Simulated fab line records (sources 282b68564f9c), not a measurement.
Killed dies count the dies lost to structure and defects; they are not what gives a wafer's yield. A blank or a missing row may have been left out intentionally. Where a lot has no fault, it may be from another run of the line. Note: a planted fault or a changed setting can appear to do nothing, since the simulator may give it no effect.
Which of the tools did it? | flow rit cmos | Sampling: 14 lots, 42 wafers, 4 of 202 route steps

WHAT THE GAUGES READ, wafer by wafer
RIT_REOX_THK_MEAS_04.
lot  | measured    | on            | REOX_OXIDE_THK (nm)
L654 | day 3 12:56 | film metro-01 | 25.1 24.9 24.8
L655 | day 3 17:20 | film metro-01 | 24.9 24.9 24.7
L656 | day 4 00:37 | film metro-03 | 25.2 25.2 25.2
L657 | day 4 06:01 | film metro-03 | 24.5 24.7 25.0
L658 | day 4 09:55 | film metro-04 | 25.0 25.0 24.8
L660 | day 4 20:24 | film metro-04 | 25.3 26.0 25.6
L666 | day 6 11:22 | film metro-01 | 24.7 24.0 24.6
L667 | day 6 11:23 | film metro-03 | 24.6 24.1 24.3
L668 | day 6 18:29 | film metro-03 | 24.3 24.5 24.4
L669 | day 6 23:43 | film metro-04 | 24.8 25.3 24.8
L670 | day 7 01:56 | film metro-04 | 25.4 25.6 25.6
L671 | day 7 07:52 | film metro-01 | 25.0 25.0 25.0
L672 | day 7 10:58 | film metro-04 | 25.8 25.6 25.6
L673 | day 7 12:36 | film metro-04 | 24.8 24.9 24.7

RIT_NSD_OVL_MEAS_06.
lot  | measured    | on         | NSD_OVL (nm)
L654 | day 3 19:10 | overlay-01 | -1.4 0.2 -0.1
L655 | day 3 23:36 | overlay-01 | 0.4 0.6 1.3
L656 | day 4 07:18 | overlay-02 | 0.2 -0.1 0.0
L657 | day 4 12:29 | overlay-02 | -0.6 -0.4 -0.2
L658 | day 4 16:20 | overlay-01 | 1.1 0.4 2.3
L660 | day 5 02:51 | overlay-01 | -0.6 0.8 1.3
L666 | day 6 18:09 | overlay-02 | -1.2 -1.4 -0.3
L667 | day 6 18:32 | overlay-01 | 0.4 2.1 0.4
L668 | day 7 01:05 | overlay-01 | 1.4 2.1 0.1
L669 | day 7 06:29 | overlay-02 | -0.3 -0.6 1.7
L670 | day 7 08:40 | overlay-01 | 0.3 0.1 -1.8
L671 | day 7 14:22 | overlay-02 | -0.8 -0.8 -1.7
L672 | day 7 17:42 | overlay-01 | -2.9 -3.4 -3.7
L673 | day 7 19:29 | overlay-02 | 0.4 0.4 0.8

RIT_CONTACT_THK_MEAS_01.
lot  | measured    | on            | CONTACT_TEOS_THK (nm)
L654 | day 3 22:39 | film metro-03 | 402 404 402
L655 | day 4 03:15 | film metro-04 | 398 405 401
L656 | day 4 10:46 | film metro-03 | 396 398 407
L657 | day 4 16:08 | film metro-01 | 395 394 401
L658 | day 4 19:51 | film metro-01 | 402 404 399
L660 | day 5 06:35 | film metro-01 | 399 400 401
L666 | day 6 21:53 | film metro-01 | 395 389 399
L667 | day 6 22:23 | film metro-03 | 400 408 403
L668 | day 7 04:43 | film metro-04 | 384 399 398
L669 | day 7 10:41 | film metro-01 | 391 404 404
L670 | day 7 12:23 | film metro-03 | 395 394 403
L671 | day 7 17:56 | film metro-01 | 396 402 411
L672 | day 7 21:28 | film metro-01 | 390 394 394
L673 | day 7 23:04 | film metro-01 | 390 402 398

EACH LOT AND THE TOOL THAT RAN IT (in order: tool; ch and the chambers of the sampled wafers; start)
lot  | RIT_SPACER_CLEAN_01
L654 | wet bench-04 ch 0, day 3 15:59
L655 | wet bench-04 ch 2, day 3 20:26
L656 | wet bench-04 ch 1, day 4 04:07
L657 | wet bench-02 ch 3, day 4 09:19
L658 | wet bench-01 ch 1, day 4 13:07
L660 | wet bench-04 ch 0, day 4 23:39
L666 | wet bench-02 ch 3, day 6 14:58
L667 | wet bench-04 ch 3, day 6 15:11
L668 | wet bench-02 ch 3, day 6 21:49
L669 | wet bench-04 ch 3, day 7 03:11
L670 | wet bench-01 ch 0, day 7 05:18
L671 | wet bench-02 ch 0, day 7 11:05
L672 | wet bench-01 ch 0, day 7 14:14
L673 | wet bench-04 ch 3, day 7 16:10
- RIT_SPACER_CLEAN_01: cleans in dHF, time 30 s.

WHAT THE TOOLS THEMSELVES READ (means of the sampled wafers that have a number; where no wafer has one, the mark that the record gives instead)
RIT_SPACER_CLEAN_01.
lot  | tool         | run length s (s)
L654 | wet bench-04 | 61.5
L655 | wet bench-04 | 62.2
L656 | wet bench-04 | 63.3
L657 | wet bench-02 | -
L658 | wet bench-01 | -
L660 | wet bench-04 | 57.1
L666 | wet bench-02 | 57.2
L667 | wet bench-04 | 63.4
L668 | wet bench-02 | 56.9
L669 | wet bench-04 | 62.0
L670 | wet bench-01 | 56.6
L671 | wet bench-02 | 57.6
L672 | wet bench-01 | 62.1
L673 | wet bench-04 | 57.3

THE ANSWER, worked out from the rows above alone
Rule: the lots themselves supply what counts as usual. Put in order of their means at a reading, lots are off if they are a third of the lots or fewer, leave a main group of 4 or more, and stand apart from it by a gap of 3 or more times the standard deviation of the main group's means; of several such gaps the widest counts. A main group is skipped when, at the precision printed for the reading in the tables above, its means are all equal. Also off: a lot with no number at a reading for which 4 or more lots have one. The other lots that the step has rows for count as sound. First the gauges in route order, then the tools' own readings, where a lot's mean is used as printed above. The first step at which some lot is off is used, and at that step the reading that is off furthest; a lot without a number counts as furthest.
Off, at RIT_SPACER_CLEAN_01 on run length s: L657, L658. Without a number there: L657, L658. The main group: mean 59.8 s, standard deviation 2.7.
A tool fits if, at that step or a process step before it, it ran every lot that is off, and no sound lot after the first of them. No candidate that was tried fits.

WHAT THE SIMULATOR PUT IN
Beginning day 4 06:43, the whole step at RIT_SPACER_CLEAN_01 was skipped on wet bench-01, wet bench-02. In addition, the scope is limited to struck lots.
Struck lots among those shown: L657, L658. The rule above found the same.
